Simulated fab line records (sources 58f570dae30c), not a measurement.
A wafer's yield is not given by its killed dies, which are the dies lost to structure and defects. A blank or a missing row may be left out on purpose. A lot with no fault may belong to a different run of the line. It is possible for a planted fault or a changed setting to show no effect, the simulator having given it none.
Split-lot study	flow berkeleyCmos170	route with 331 steps; 5 lots, 23 wafers read

== THE SPLIT ITSELF ==
At UCB170_M3_SPUTTER_01 (material Al, target thk 900 nm, time 120 s), the setting timeS was moved away from the recipe's 120 s on 8 of the 23 wafers read, by -13.4% to -5.3%. This setting was run at the recipe's value on the other wafers.

== FROM THE SPLIT TO THE READING: what the file shows between them, 2 steps ==
- UCB170_M3_RS_MEAS_02: measures by four-point-probe
- UCB170_M3_THK_MEAS_03: measures by xrf

== THE READING ==
oesProductAu, in a.u., at UCB170_M3_METAL_ETCH_18 (etches Al in Cl2/BCl3, stops on SiO2, target depth 1170 nm, time 195 s). On this fab line, fault-free wafers typically give 0.843 a.u. with a standard deviation of 0.017 a.u.

wafer	tool, chamber at the split	timeS as run, s	against the recipe	oesProductAu, a.u.	against lot-mates on the recipe
L077.1	pvdSputter-01, -	103.9	-13.4%	0.763	-0.060
L077.2	pvdSputter-01, -	103.9	-13.4%	0.775	-0.048
L077.3	pvdSputter-01, -	120	recipe	0.823	-
L077.4	pvdSputter-01, -	120	recipe	0.823	-
L077.6	pvdSputter-01, -	103.9	-13.4%	0.749	-0.074
L079.1	pvdSputter-01, -	120	recipe	0.837	-
L079.2	pvdSputter-01, -	120	recipe	0.833	-
L079.3	pvdSputter-01, -	120	recipe	0.835	-
L079.5	pvdSputter-01, -	120	recipe	0.842	-
L079.6	pvdSputter-01, -	120	recipe	0.838	-
L082.2	pvdSputter-01, -	120	recipe	0.866	-
L082.3	pvdSputter-01, -	120	recipe	0.863	-
L082.5	pvdSputter-01, -	120	recipe	0.847	-
L084.1	pvdSputter-04, -	120	recipe	0.827	-
L084.3	pvdSputter-04, -	120	recipe	0.833	-
L084.4	pvdSputter-04, -	113.6	-5.3%	0.803	-0.029
L084.5	pvdSputter-04, -	113.6	-5.3%	0.805	-0.027
L084.6	pvdSputter-04, -	120	recipe	0.837	-
L085.2	pvdSputter-03, -	120	recipe	0.821	-
L085.3	pvdSputter-03, -	107.9	-10.1%	0.783	-0.038
L085.4	pvdSputter-03, -	107.9	-10.1%	0.787	-0.034
L085.5	pvdSputter-03, -	120	recipe	0.821	-
L085.6	pvdSputter-03, -	107.9	-10.1%	0.773	-0.048

THE FIT
A straight line over all 23 wafers: oesProductAu changes by +0.00553 a.u. for each +1% of timeS; r = +0.93; the points scatter about the line by 0.012 a.u.
The same after taking each lot's own level away (the mean of its wafers on the recipe; 23 wafers): +0.00437 a.u. for each +1%; r = +0.97; scatter 0.0064 a.u.
That fit puts the effect of the largest move of timeS on the reading at 0.059 a.u.
The lots' own levels span 0.8210 to 0.8587 a.u., that is 2.2 times the standard deviation above.
So the slope is not independent of the lot-to-lot level: the two fits are not the same.
Check: for one of the wafers moved furthest among these (-13.4%), held out of the fit, the line's prediction against its lot-mates is -0.0585 a.u. It came out at -0.06 a.u. against them.

== FURTHER SPLITS ON THESE WAFERS ==
Before the reading, these wafers also passed through other splits. Each is held against what the fit with the lots' levels taken away leaves over:
other split on the same wafers	wafers away from the commonest value	r with oesProductAu (lot level and that fit taken away)
UCB170_M2_ETCH_17 biasW	12	+0.03
UCB170_V2_COAT_07 resistThkNm	8	-0.16

== THE WHOLE CHAIN: every reading that the file lists as answering this split, in the file's order ==
step	what it does	reading	change (the file's fit)	r (the file's)
UCB170_M3_SPUTTER_01	material Al, target thk 900 nm, time 120 s	Al_of_M3_SPUTTER_01.thkNm (the simulator's own value, which no gauge read)	+8.86 nm for each +1% of the setting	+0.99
UCB170_M3_RS_MEAS_02	measures by four-point-probe	M3_AL_RS	-0.000377 for each +1% of the setting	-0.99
UCB170_M3_THK_MEAS_03	measures by xrf	M3_AL_THK	+8.76 for each +1% of the setting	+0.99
UCB170_M3_METAL_ETCH_18	etches Al in Cl2/BCl3, stops on SiO2, target depth 1170 nm, time 195 s	oesProductAu	+0.00442 a.u. for each +1% of the setting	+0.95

== FILE'S OWN FIT ==
oesProductAu changes by +0.00442 a.u. for each +1% of timeS, r = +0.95.
